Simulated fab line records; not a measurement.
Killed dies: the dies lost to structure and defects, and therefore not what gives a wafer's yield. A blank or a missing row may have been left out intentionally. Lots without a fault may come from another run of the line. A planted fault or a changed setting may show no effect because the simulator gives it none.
Which of the tools did it? / flow berkeley-cmos170 / 39 wafers from 13 lots sampled at 6 of the route's 331 steps

== WHAT EACH GAUGE READ, for each wafer ==
UCB170_M3_RS_MEAS_02: a four-point-probe measurement. Usual: M3_AL_RS gives 0.0322 ohm/sq (standard deviation 0.00044).
lot=L826; measured=day 8 12:54; on=film-metro-02; M3_AL_RS (ohm/sq)=0.0324 0.0321 0.0324; flag=
lot=L828; measured=day 8 21:01; on=film-metro-01; M3_AL_RS (ohm/sq)=0.0324 0.0324 0.0320; flag=
lot=L827; measured=day 8 21:17; on=film-metro-02; M3_AL_RS (ohm/sq)=0.0329 0.0326 0.0327; flag=
lot=L834; measured=day 10 14:51; on=film-metro-03; M3_AL_RS (ohm/sq)=0.0320 0.0324 0.0323; flag=
lot=L836; measured=day 10 16:20; on=film-metro-01; M3_AL_RS (ohm/sq)=0.0224 0.0320 0.0319; flag=OFF
lot=L832; measured=day 10 17:59; on=film-metro-01; M3_AL_RS (ohm/sq)=0.0324 0.0227 0.0324; flag=OFF
lot=L839; measured=day 11 19:53; on=film-metro-02; M3_AL_RS (ohm/sq)=0.0323 0.0323 0.0322; flag=
lot=L840; measured=day 11 20:12; on=film-metro-02; M3_AL_RS (ohm/sq)=0.0326 0.0324 0.0320; flag=
lot=L843; measured=day 12 06:18; on=film-metro-01; M3_AL_RS (ohm/sq)=0.0319 0.0318 0.0321; flag=
lot=L842; measured=day 12 07:43; on=film-metro-01; M3_AL_RS (ohm/sq)=0.0319 0.0317 0.0318; flag=
lot=L849; measured=day 13 08:47; on=film-metro-01; M3_AL_RS (ohm/sq)=0.0316 0.0317 0.0321; flag=
lot=L846; measured=day 13 10:04; on=film-metro-01; M3_AL_RS (ohm/sq)=0.0328 0.0332 0.0320; flag=
lot=L847; measured=day 13 11:40; on=film-metro-02; M3_AL_RS (ohm/sq)=0.0321 0.0317 0.0325; flag=

UCB170_M3_THK_MEAS_03: measures by xrf. Usual: M3_AL_THK gives 902 nm (standard deviation 13).
lot=L826; measured=day 8 13:00; on=film-metro-02; M3_AL_THK (nm)=895 908 898; flag=
lot=L828; measured=day 8 21:08; on=film-metro-01; M3_AL_THK (nm)=890 893 904; flag=
lot=L827; measured=day 8 21:24; on=film-metro-02; M3_AL_THK (nm)=884 892 892; flag=
lot=L834; measured=day 10 14:58; on=film-metro-03; M3_AL_THK (nm)=911 901 902; flag=
lot=L836; measured=day 10 16:26; on=film-metro-01; M3_AL_THK (nm)=1285 902 904; flag=OFF
lot=L832; measured=day 10 18:05; on=film-metro-01; M3_AL_THK (nm)=892 1262 890; flag=OFF
lot=L839; measured=day 11 19:59; on=film-metro-02; M3_AL_THK (nm)=891 901 895; flag=
lot=L840; measured=day 11 20:18; on=film-metro-02; M3_AL_THK (nm)=894 892 914; flag=
lot=L843; measured=day 12 06:25; on=film-metro-01; M3_AL_THK (nm)=908 911 906; flag=
lot=L842; measured=day 12 07:50; on=film-metro-01; M3_AL_THK (nm)=910 912 907; flag=
lot=L849; measured=day 13 08:55; on=film-metro-01; M3_AL_THK (nm)=919 912 904; flag=
lot=L846; measured=day 13 10:11; on=film-metro-01; M3_AL_THK (nm)=885 878 903; flag=
lot=L847; measured=day 13 11:47; on=film-metro-02; M3_AL_THK (nm)=906 919 894; flag=

== WHAT TOOL EACH LOT RAN ON (gives the tool, then ch and the chambers of the sampled wafers, and finally the start) ==
lot=L826; UCB170_V1_ETCH_14=rie-diel-04 ch 0,1,3, day 8 06:56; UCB170_M2_STRIP_07=plasma-asher-04 ch 0,1, day 8 08:13; UCB170_V2_CVD_00=pecvd-04 ch 0,2, day 8 10:13; UCB170_M3_SPUTTER_01=pvd-sputter-02, day 8 12:47
lot=L828; UCB170_V1_ETCH_14=rie-diel-04 ch 0,1,3, day 8 15:34; UCB170_M2_STRIP_07=plasma-asher-04 ch 0,1, day 8 16:44; UCB170_V2_CVD_00=pecvd-01 ch 0,1,2, day 8 18:36; UCB170_M3_SPUTTER_01=pvd-sputter-02, day 8 20:56
lot=L827; UCB170_V1_ETCH_14=rie-diel-01 ch 0,3, day 8 15:46; UCB170_M2_STRIP_07=plasma-asher-03 ch 0,1, day 8 16:57; UCB170_V2_CVD_00=pecvd-03 ch 0,1, day 8 18:50; UCB170_M3_SPUTTER_01=pvd-sputter-03, day 8 21:11
lot=L834; UCB170_V1_ETCH_14=rie-diel-01 ch 0,1,2, day 10 08:17; UCB170_M2_STRIP_07=plasma-asher-03 ch 0, day 10 09:27; UCB170_V2_CVD_00=pecvd-01 ch 0,1,2, day 10 12:06; UCB170_M3_SPUTTER_01=pvd-sputter-03, day 10 14:46
lot=L836; UCB170_V1_ETCH_14=rie-diel-04 ch 1,2,3, day 10 09:20; UCB170_M2_STRIP_07=plasma-asher-03 ch 0,1, day 10 11:13; UCB170_V2_CVD_00=pecvd-04 ch 1,2, day 10 13:34; UCB170_M3_SPUTTER_01=pvd-sputter-02, day 10 16:14
lot=L832; UCB170_V1_ETCH_14=rie-diel-02 ch 1,3, day 10 11:36; UCB170_M2_STRIP_07=plasma-asher-04 ch 0,1, day 10 13:01; UCB170_V2_CVD_00=pecvd-04 ch 0,2, day 10 15:17; UCB170_M3_SPUTTER_01=pvd-sputter-02, day 10 17:52
lot=L839; UCB170_V1_ETCH_14=rie-diel-04 ch 0,1,2, day 11 14:25; UCB170_M2_STRIP_07=plasma-asher-04 ch 0,1, day 11 15:38; UCB170_V2_CVD_00=pecvd-01 ch 1,2, day 11 17:23; UCB170_M3_SPUTTER_01=pvd-sputter-01, day 11 19:46
lot=L840; UCB170_V1_ETCH_14=rie-diel-01 ch 1,2,3, day 11 14:42; UCB170_M2_STRIP_07=plasma-asher-03 ch 0,1, day 11 15:55; UCB170_V2_CVD_00=pecvd-04 ch 1,2, day 11 17:44; UCB170_M3_SPUTTER_01=pvd-sputter-03, day 11 20:04
lot=L843; UCB170_V1_ETCH_14=rie-diel-04 ch 1,2, day 12 00:16; UCB170_M2_STRIP_07=plasma-asher-01 ch 1, day 12 01:28; UCB170_V2_CVD_00=pecvd-04 ch 0,1,2, day 12 03:46; UCB170_M3_SPUTTER_01=pvd-sputter-01, day 12 06:13
lot=L842; UCB170_V1_ETCH_14=rie-diel-02 ch 1,3, day 12 01:40; UCB170_M2_STRIP_07=plasma-asher-01 ch 0,1, day 12 03:16; UCB170_V2_CVD_00=pecvd-03 ch 0,1, day 12 05:16; UCB170_M3_SPUTTER_01=pvd-sputter-03, day 12 07:38
lot=L849; UCB170_V1_ETCH_14=rie-diel-01 ch 0,1,2, day 13 01:33; UCB170_M2_STRIP_07=plasma-asher-01 ch 0,1, day 13 03:11; UCB170_V2_CVD_00=pecvd-04 ch 1,2, day 13 05:37; UCB170_M3_SPUTTER_01=pvd-sputter-02, day 13 08:42
lot=L846; UCB170_V1_ETCH_14=rie-diel-01 ch 0,2, day 13 03:02; UCB170_M2_STRIP_07=plasma-asher-03 ch 0,1, day 13 04:28; UCB170_V2_CVD_00=pecvd-03 ch 0,1,2, day 13 07:24; UCB170_M3_SPUTTER_01=pvd-sputter-01, day 13 09:58
lot=L847; UCB170_V1_ETCH_14=rie-diel-04 ch 1,3, day 13 04:02; UCB170_M2_STRIP_07=plasma-asher-03 ch 0, day 13 06:09; UCB170_V2_CVD_00=pecvd-04 ch 1,2, day 13 08:30; UCB170_M3_SPUTTER_01=pvd-sputter-02, day 13 11:35
- UCB170_V1_ETCH_14: etches SiO2 in CHF3/CF4/Ar, stops on Al, target depth 1250 nm, time 299.5 s.
- UCB170_M2_STRIP_07: strips in O2.
- UCB170_V2_CVD_00: deposits SiO2 from TEOS/O2, target thk 2000 nm, time 250 s.
- UCB170_M3_SPUTTER_01: material Al, target thk 900 nm, time 120 s.

== AS READ BY THE TOOLS THEMSELVES (means over the sampled wafers that have a number; for cases with no such wafer, the mark the record gives instead) ==
UCB170_V1_ETCH_14. Usual: drypump-motor-current-A 5.8 A, standard deviation 0.35; oes-product-au 0.872 a.u., standard deviation 0.016; throttle-valve-pct 6.97 %, standard deviation 0.15.
lot=L826; tool=rie-diel-04; drypump-motor-current-A (A)=6.0; oes-product-au (a.u.)=0.864; throttle-valve-pct (%)=7.02; flag=
lot=L828; tool=rie-diel-04; drypump-motor-current-A (A)=6.0; oes-product-au (a.u.)=0.866; throttle-valve-pct (%)=7.01; flag=
lot=L827; tool=rie-diel-01; drypump-motor-current-A (A)=6.2; oes-product-au (a.u.)=0.874; throttle-valve-pct (%)=7.13; flag=
lot=L834; tool=rie-diel-01; drypump-motor-current-A (A)=5.6; oes-product-au (a.u.)=0.876; throttle-valve-pct (%)=6.91; flag=
lot=L836; tool=rie-diel-04; drypump-motor-current-A (A)=5.9; oes-product-au (a.u.)=0.865; throttle-valve-pct (%)=6.94; flag=
lot=L832; tool=rie-diel-02; drypump-motor-current-A (A)=5.7; oes-product-au (a.u.)=0.883; throttle-valve-pct (%)=6.97; flag=
lot=L839; tool=rie-diel-04; drypump-motor-current-A (A)=5.9; oes-product-au (a.u.)=0.869; throttle-valve-pct (%)=6.96; flag=
lot=L840; tool=rie-diel-01; drypump-motor-current-A (A)=5.7; oes-product-au (a.u.)=0.883; throttle-valve-pct (%)=6.86; flag=
lot=L843; tool=rie-diel-04; drypump-motor-current-A (A)=5.8; oes-product-au (a.u.)=0.871; throttle-valve-pct (%)=6.90; flag=
lot=L842; tool=rie-diel-02; drypump-motor-current-A (A)=5.7; oes-product-au (a.u.)=0.885; throttle-valve-pct (%)=6.97; flag=
lot=L849; tool=rie-diel-01; drypump-motor-current-A (A)=5.6; oes-product-au (a.u.)=0.874; throttle-valve-pct (%)=6.91; flag=
lot=L846; tool=rie-diel-01; drypump-motor-current-A (A)=5.9; oes-product-au (a.u.)=0.863; throttle-valve-pct (%)=7.05; flag=
lot=L847; tool=rie-diel-04; drypump-motor-current-A (A)=6.0; oes-product-au (a.u.)=0.858; throttle-valve-pct (%)=6.90; flag=

UCB170_M2_STRIP_07. Usual: drypump-motor-current-A 5.7 A, standard deviation 0.55; oes-product-au 0.734 a.u., standard deviation 0.0047; strip-time-to-endpoint-s 22.01 s, standard deviation 0.067.
lot=L826; tool=plasma-asher-04; drypump-motor-current-A (A)=6.6; oes-product-au (a.u.)=0.729; strip-time-to-endpoint-s (s)=22.04; flag=
lot=L828; tool=plasma-asher-04; drypump-motor-current-A (A)=6.6; oes-product-au (a.u.)=0.736; strip-time-to-endpoint-s (s)=22.04; flag=
lot=L827; tool=plasma-asher-03; drypump-motor-current-A (A)=5.5; oes-product-au (a.u.)=0.737; strip-time-to-endpoint-s (s)=22.05; flag=
lot=L834; tool=plasma-asher-03; drypump-motor-current-A (A)=5.4; oes-product-au (a.u.)=0.734; strip-time-to-endpoint-s (s)=22.00; flag=
lot=L836; tool=plasma-asher-03; drypump-motor-current-A (A)=5.4; oes-product-au (a.u.)=0.732; strip-time-to-endpoint-s (s)=21.91; flag=
lot=L832; tool=plasma-asher-04; drypump-motor-current-A (A)=6.6; oes-product-au (a.u.)=0.734; strip-time-to-endpoint-s (s)=22.02; flag=
lot=L839; tool=plasma-asher-04; drypump-motor-current-A (A)=6.6; oes-product-au (a.u.)=0.735; strip-time-to-endpoint-s (s)=22.04; flag=
lot=L840; tool=plasma-asher-03; drypump-motor-current-A (A)=5.5; oes-product-au (a.u.)=0.732; strip-time-to-endpoint-s (s)=22.06; flag=
lot=L843; tool=plasma-asher-01; drypump-motor-current-A (A)=5.2; oes-product-au (a.u.)=0.737; strip-time-to-endpoint-s (s)=22.04; flag=
lot=L842; tool=plasma-asher-01; drypump-motor-current-A (A)=5.3; oes-product-au (a.u.)=0.739; strip-time-to-endpoint-s (s)=22.01; flag=
lot=L849; tool=plasma-asher-01; drypump-motor-current-A (A)=5.3; oes-product-au (a.u.)=0.731; strip-time-to-endpoint-s (s)=21.98; flag=
lot=L846; tool=plasma-asher-03; drypump-motor-current-A (A)=5.5; oes-product-au (a.u.)=0.734; strip-time-to-endpoint-s (s)=21.99; flag=
lot=L847; tool=plasma-asher-03; drypump-motor-current-A (A)=5.4; oes-product-au (a.u.)=0.732; strip-time-to-endpoint-s (s)=22.00; flag=

UCB170_V2_CVD_00. Usual: heater-power-w 267 W, standard deviation 65; susceptor-temp-C 389.97 C, standard deviation 0.21.
lot=L826; tool=pecvd-04; heater-power-w (W)=228; susceptor-temp-C (C)=389.82; flag=
lot=L828; tool=pecvd-01; heater-power-w (W)=281; susceptor-temp-C (C)=389.97; flag=
lot=L827; tool=pecvd-03; heater-power-w (W)=251; susceptor-temp-C (C)=389.77; flag=
lot=L834; tool=pecvd-01; heater-power-w (W)=250; susceptor-temp-C (C)=390.10; flag=
lot=L836; tool=pecvd-04; heater-power-w (W)=311; susceptor-temp-C (C)=390.01; flag=
lot=L832; tool=pecvd-04; heater-power-w (W)=269; susceptor-temp-C (C)=389.89; flag=
lot=L839; tool=pecvd-01; heater-power-w (W)=305; susceptor-temp-C (C)=389.90; flag=
lot=L840; tool=pecvd-04; heater-power-w (W)=312; susceptor-temp-C (C)=389.69; flag=
lot=L843; tool=pecvd-04; heater-power-w (W)=281; susceptor-temp-C (C)=390.06; flag=
lot=L842; tool=pecvd-03; heater-power-w (W)=258; susceptor-temp-C (C)=390.01; flag=
lot=L849; tool=pecvd-04; heater-power-w (W)=337; susceptor-temp-C (C)=390.07; flag=
lot=L846; tool=pecvd-03; heater-power-w (W)=258; susceptor-temp-C (C)=389.92; flag=
lot=L847; tool=pecvd-04; heater-power-w (W)=328; susceptor-temp-C (C)=390.24; flag=

UCB170_M3_SPUTTER_01. Usual: cathode-dc-power-W 6000.0 W, standard deviation 1; throttle-valve-pct 30.1 %, standard deviation 0.84.
lot=L826; tool=pvd-sputter-02; cathode-dc-power-W (W)=5999.5; throttle-valve-pct (%)=29.8; flag=
lot=L828; tool=pvd-sputter-02; cathode-dc-power-W (W)=6000.9; throttle-valve-pct (%)=29.9; flag=
lot=L827; tool=pvd-sputter-03; cathode-dc-power-W (W)=5999.5; throttle-valve-pct (%)=29.9; flag=
lot=L834; tool=pvd-sputter-03; cathode-dc-power-W (W)=6001.4; throttle-valve-pct (%)=29.6; flag=
lot=L836; tool=pvd-sputter-02; cathode-dc-power-W (W)=6819.6; throttle-valve-pct (%)=30.0; flag=OFF
lot=L832; tool=pvd-sputter-02; cathode-dc-power-W (W)=6818.4; throttle-valve-pct (%)=30.5; flag=OFF
lot=L839; tool=pvd-sputter-01; cathode-dc-power-W (W)=6000.2; throttle-valve-pct (%)=29.4; flag=
lot=L840; tool=pvd-sputter-03; cathode-dc-power-W (W)=5999.9; throttle-valve-pct (%)=30.0; flag=
lot=L843; tool=pvd-sputter-01; cathode-dc-power-W (W)=6000.1; throttle-valve-pct (%)=29.5; flag=
lot=L842; tool=pvd-sputter-03; cathode-dc-power-W (W)=6000.1; throttle-valve-pct (%)=30.6; flag=
lot=L849; tool=pvd-sputter-02; cathode-dc-power-W (W)=5999.8; throttle-valve-pct (%)=30.3; flag=
lot=L846; tool=pvd-sputter-01; cathode-dc-power-W (W)=5999.2; throttle-valve-pct (%)=30.3; flag=
lot=L847; tool=pvd-sputter-02; cathode-dc-power-W (W)=5999.9; throttle-valve-pct (%)=30.4; flag=

== THE ANSWER, worked out from the rows above alone ==
Rule: a lot counts as off when the mean over its wafers that have a number is more than 3 standard deviations away from the usual mean. A lot without any number at a reading at which 4 lots or more have one is off too. The other lots that the step has rows for count as sound. Order of review: gauges by route order, followed by the tools' own readings, for which a lot's mean as printed above is used. The first step at which some lot is off is used, and at that step the reading that is off furthest; a lot without a number counts as furthest.
Off: L836, L832, seen at UCB170_M3_RS_MEAS_02 (M3_AL_RS).
If a tool, at a process step before that reading, ran all the lots that are off and no sound lot after the first of them, it fits. The gauges at UCB170_M3_RS_MEAS_02 aren't tried: what is off there is off at UCB170_M3_SPUTTER_01 too, on other tools, and a gauge's error can't cause that. No candidate that was tried fits.

== WHAT WAS PUT IN BY THE SIMULATOR ==
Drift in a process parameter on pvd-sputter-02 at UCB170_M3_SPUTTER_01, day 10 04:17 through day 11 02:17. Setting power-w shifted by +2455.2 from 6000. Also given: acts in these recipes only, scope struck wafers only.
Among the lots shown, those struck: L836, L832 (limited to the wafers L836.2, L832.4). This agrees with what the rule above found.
